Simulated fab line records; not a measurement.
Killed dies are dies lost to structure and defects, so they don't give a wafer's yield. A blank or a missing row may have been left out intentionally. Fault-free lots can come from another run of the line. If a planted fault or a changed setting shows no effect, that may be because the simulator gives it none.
Which tool did it?	flow berkeley cmos170	42 wafers from 14 lots sampled at 4 of the route's 331 steps

== WHAT THE GAUGES SHOWED, per wafer ==
UCB170_NSD_TW_MEAS_10.
lot	measured	on	NSD_TW
L301	day 8 14:17	film metro-01	4164 4176 4169
L302	day 8 14:32	film metro-02	4224 4200 4221
L303	day 8 17:47	film metro-02	4249 4221 4212
L307	day 9 16:37	film metro-02	4217 4232 4213
L312	day 10 06:10	film metro-02	4312 4304 4306
L311	day 10 06:26	film metro-02	4312 4282 4315
L313	day 10 17:35	film metro-02	4181 4207 4205
L314	day 10 17:53	film metro-01	4179 4150 4150
L318	day 10 21:23	film metro-02	4213 4216 4229
L317	day 11 04:21	film metro-02	4225 4221 4250
L319	day 11 04:25	film metro-01	4154 4187 4172
L320	day 11 12:23	film metro-03	4125 4127 4132
L321	day 12 11:13	film metro-01	4126 4135 4139
L322	day 12 11:25	film metro-02	4197 4212 4196

UCB170_SDANNEAL_RS_MEAS_03: the measuring method here is four-point-probe.
lot	measured	on	NSD_RS (ohm/sq)
L301	day 8 15:30	film metro-03	37.28 37.25 37.25
L302	day 8 15:47	film metro-01	37.09 37.22 37.12
L303	day 8 19:01	film metro-03	37.17 37.30 37.16
L307	day 9 18:55	film metro-03	37.09 37.17 37.23
L312	day 10 07:28	film metro-02	36.42 36.45 36.36
L311	day 10 07:55	film metro-03	36.42 36.38 36.35
L313	day 10 18:53	film metro-03	37.40 37.41 37.32
L314	day 10 19:26	film metro-02	37.10 37.18 37.12
L318	day 10 22:53	film metro-02	37.13 37.27 37.17
L317	day 11 05:49	film metro-03	37.41 37.46 37.43
L319	day 11 05:58	film metro-02	37.44 37.45 37.45
L320	day 11 13:54	film metro-01	37.26 37.30 37.24
L321	day 12 12:25	film metro-01	37.14 37.19 37.08
L322	day 12 12:37	film metro-03	37.35 37.31 37.32

== WHICH TOOL RAN EACH LOT (tool, then ch and the chambers of the sampled wafers, then the start) ==
lot	UCB170_NSD_IMPLANT_08	UCB170_NSD_STRIP_09
L301	implanter-02 ch 0, day 8 14:02	plasma asher-02 ch 0,1, day 8 14:11
L302	implanter-01 ch 0, day 8 14:19	plasma asher-04 ch 0,1, day 8 14:27
L303	implanter-01 ch 0, day 8 17:34	plasma asher-01 ch 0,1, day 8 17:41
L307	implanter-01 ch 0, day 9 16:23	plasma asher-01 ch 0,1, day 9 16:31
L312	implanter-04 ch 0, day 10 05:56	plasma asher-01 ch 0,1, day 10 06:04
L311	implanter-04 ch 0, day 10 06:11	plasma asher-01 ch 0,1, day 10 06:20
L313	implanter-01 ch 0, day 10 17:20	plasma asher-01 ch 0,1, day 10 17:29
L314	implanter-02 ch 0, day 10 17:39	plasma asher-04 ch 0, day 10 17:46
L318	implanter-01 ch 0, day 10 21:09	plasma asher-02 ch 1, day 10 21:16
L317	implanter-01 ch 0, day 11 04:07	plasma asher-02 ch 0,1, day 11 04:14
L319	implanter-02 ch 0, day 11 04:11	plasma asher-01 ch 0, day 11 04:19
L320	implanter-02 ch 0, day 11 12:10	plasma asher-01 ch 0,1, day 11 12:19
L321	implanter-02 ch 0, day 12 10:58	plasma asher-04 ch 0,1, day 12 11:07
L322	implanter-01 ch 0, day 12 11:10	plasma asher-02 ch 0,1, day 12 11:19
- UCB170_NSD_IMPLANT_08
- UCB170_NSD_STRIP_09: strips in O2.

== AS READ BY THE TOOLS THEMSELVES (means over the sampled wafers that have a number; for cases with no such wafer, the mark the record gives instead) ==
UCB170_NSD_IMPLANT_08.
lot	tool	beam energy keV	end station pressure torr (Torr)
L301	implanter-02	39.986	1.21e-05
L302	implanter-01	40.005	1.27e-05
L303	implanter-01	40.011	1.28e-05
L307	implanter-01	40.012	1.24e-05
L312	implanter-04	43.104	1.25e-05
L311	implanter-04	43.078	1.30e-05
L313	implanter-01	40.017	1.23e-05
L314	implanter-02	39.993	1.35e-05
L318	implanter-01	40.008	1.30e-05
L317	implanter-01	40.004	1.26e-05
L319	implanter-02	40.003	1.27e-05
L320	implanter-02	40.000	1.24e-05
L321	implanter-02	39.996	1.30e-05
L322	implanter-01	39.994	1.27e-05

UCB170_NSD_STRIP_09.
lot	tool	drypump motor current A (A)	o2 flow sccm (sccm)	oes product au (a.u.)	strip time to endpoint s (s)
L301	plasma asher-02	5.4	400.8	0.532	35.77
L302	plasma asher-04	5.4	399.1	0.536	35.88
L303	plasma asher-01	6.2	400.4	0.531	35.84
L307	plasma asher-01	6.2	400.2	0.532	35.89
L312	plasma asher-01	6.2	399.6	0.523	36.94
L311	plasma asher-01	6.2	399.2	0.523	36.98
L313	plasma asher-01	6.2	400.6	0.533	35.78
L314	plasma asher-04	5.2	399.8	0.536	35.81
L318	plasma asher-02	5.7	399.5	0.528	35.72
L317	plasma asher-02	5.2	401.3	0.536	35.76
L319	plasma asher-01	6.2	399.5	0.539	35.65
L320	plasma asher-01	6.2	400.5	0.533	35.76
L321	plasma asher-04	5.4	400.6	0.536	35.84
L322	plasma asher-02	5.4	399.4	0.533	35.75

== THE ANSWER, worked out from the rows above alone ==
Rule: what is usual is taken from the lots themselves. Put in order of their means at a reading, lots are off if they are a third of the lots or fewer, leave a main group of 4 or more, and stand apart from it by a gap of 3 or more times the standard deviation of the main group's means; of several such gaps the widest counts. The tables above print the reading to a certain number of digits; a main group whose means all agree to those digits is not used. A lot without any number at a reading at which 4 lots or more have one is off too. All remaining lots with rows at the step are treated as sound. After the gauges, taken in route order, come the tools' own readings; for these a lot's mean is taken, as printed above. The first step at which some lot is off is used, and at that step the reading that is off furthest; a lot without a number counts as furthest.
Off: L312, L311, seen at UCB170_SDANNEAL_RS_MEAS_03 (NSD_RS). The main group has a mean of 37.26 ohm/sq with a standard deviation of 0.11.
If a tool, at a process step before that reading, ran all the lots that are off and no sound lot after the first of them, it fits. Not tried: the gauges at UCB170_SDANNEAL_RS_MEAS_03; whatever is off there is also off at UCB170_NSD_IMPLANT_08, on other tools, and gauge error can't account for it. One candidate fits, namely implanter-04 at UCB170_NSD_IMPLANT_08. It ran no sound lot before its first lot that is off in this sample, so the start can't be narrowed down.
On the lots that are off, the tool's own readings at UCB170_NSD_IMPLANT_08 differ by more than 5 times the standard deviation of the sound lots' means, which bears it out; beam energy keV reads 43.091 there versus 40.002 on the sound lots.

== WHAT THE SIMULATOR HAD PUT IN ==
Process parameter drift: implanter-04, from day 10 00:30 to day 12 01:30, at UCB170_NSD_IMPLANT_08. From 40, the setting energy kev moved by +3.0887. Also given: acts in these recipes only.
Lots struck among those shown: L312, L311. The same result came from the rule above.
